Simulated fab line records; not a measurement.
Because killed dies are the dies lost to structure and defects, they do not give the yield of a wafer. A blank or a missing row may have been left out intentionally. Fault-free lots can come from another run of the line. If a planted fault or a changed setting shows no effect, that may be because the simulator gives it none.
2 desks, one fault / flow berkeley cmos170 / only its own numbers are on each desk; what lay behind them is given at the end

AT THE TOOL OWNER'S DESK: implanter-01
The tool's own readings at UCB170_PLDD_IMPLANT_09: means of the sampled wafers that have a number, for each lot that ran on this tool. Any lot whose mean is over 4 standard deviations away from the usual mean is out of limits and marked OUT; that distance is given in the brackets.
Columns: A = dose ions cm2 at UCB170_PLDD_IMPLANT_09, usual 5e+13; B = faraday current uA at UCB170_PLDD_IMPLANT_09, usual 159; C = tilt deg at UCB170_PLDD_IMPLANT_09, usual 6.995 degrees
lot=L463; first seen here=day 7 11:01; A=5e+13; B=158; C=7.010
lot=L467; first seen here=day 8 11:23; A=5e+13; B=155; C=6.966
lot=L468; first seen here=day 8 14:53; A=5e+13; B=161; C=7.020
lot=L476; first seen here=day 10 06:16; A=3e+13 (-99 or more) OUT; B=106 (-18) OUT; C=6.977
lot=L480; first seen here=day 10 07:05; A=3e+13 (-99 or more) OUT; B=108 (-17) OUT; C=6.972
This desk finds L476, L480 out of limits, L476 being first, at day 10 06:16 (dose ions cm2 at UCB170_PLDD_IMPLANT_09). L463, L467, L468 stayed within limits.

THE METROLOGY DESK
Means of the sampled wafers that have a number, per lot and without regard to the tool the lot ran on: this is what the gauges read. Any lot whose mean is over 4 standard deviations away from the usual mean is out of limits and marked OUT; that distance is given in the brackets.
Columns: A = GATE_OVL at UCB170_GATE_OVL_MEAS_13, usual 1 nm; B = PLDD_TW at UCB170_PLDD_TW_MEAS_11, usual 1004; C = cd nm at UCB170_NLDD_CD_MEAS_06, usual 1199.8 nm; D = PLDD_RS at UCB170_SDANNEAL_RS_MEAS_04, usual 1031.8 ohm/sq
lot=L463; first seen here=day 7 08:34; A=-2; B=1008; C=1199.9; D=1034.5
lot=L464; first seen here=day 7 08:51; A=4; B=1006; C=1196.7; D=1028.0
lot=L467; first seen here=day 8 09:43; A=-8; B=1017; C=1200.8; D=1030.3
lot=L466; first seen here=day 8 10:00; A=-4; B=995; C=1201.6; D=1034.5
lot=L469; first seen here=day 8 10:11; A=-1; B=1013; C=1200.6; D=1032.3
lot=L468; first seen here=day 8 10:19; A=4; B=1014; C=1198.4; D=1034.0
lot=L471; first seen here=day 8 22:35; A=5; B=997; C=1200.1; D=1032.9
lot=L470; first seen here=day 8 22:43; A=-3; B=994; C=1201.3; D=1031.5
lot=L476; first seen here=day 10 03:52; A=7; B=954 (-6.3) OUT; C=1196.6; D=1187.5 (+65) OUT
lot=L480; first seen here=day 10 03:59; A=3; B=950 (-6.8) OUT; C=1198.4; D=1194.0 (+68) OUT
lot=L482; first seen here=day 11 05:08; A=3; B=999; C=1201.2; D=1035.2
lot=L483; first seen here=day 11 05:37; A=-2; B=1000; C=1202.0; D=1029.1
lot=L484; first seen here=day 11 19:20; A=-3; B=998; C=1198.6; D=1031.8
lot=L485; first seen here=day 11 19:38; A=-8; B=1001; C=1197.4; D=1030.7
This desk reports L476, L480 out of limits; the earliest was L476 at day 10 06:31 (PLDD_TW at UCB170_PLDD_TW_MEAS_11). L463, L464, L467, L466, L469, L468, L471, L470, L482, L483, L484, L485 stayed within limits.

BROUGHT TOGETHER
The tool owner's desk could have raised an alarm at day 10 06:16, on L476, L480.
An alarm was possible from the metrology desk at day 10 06:31, on L476, L480.
UCB170_PLDD_IMPLANT_09 was run on implanter-01 by each of the lots named.

WHAT WAS PUT IN BY THE SIMULATOR
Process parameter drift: implanter-01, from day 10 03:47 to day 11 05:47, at UCB170_PLDD_IMPLANT_09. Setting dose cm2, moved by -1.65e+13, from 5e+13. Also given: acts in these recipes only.
Shown lots that were struck: L476, L480.
Hours from the fault's start to each desk's first reading out of limits: the tool owner's desk, 2; the metrology desk, 3.
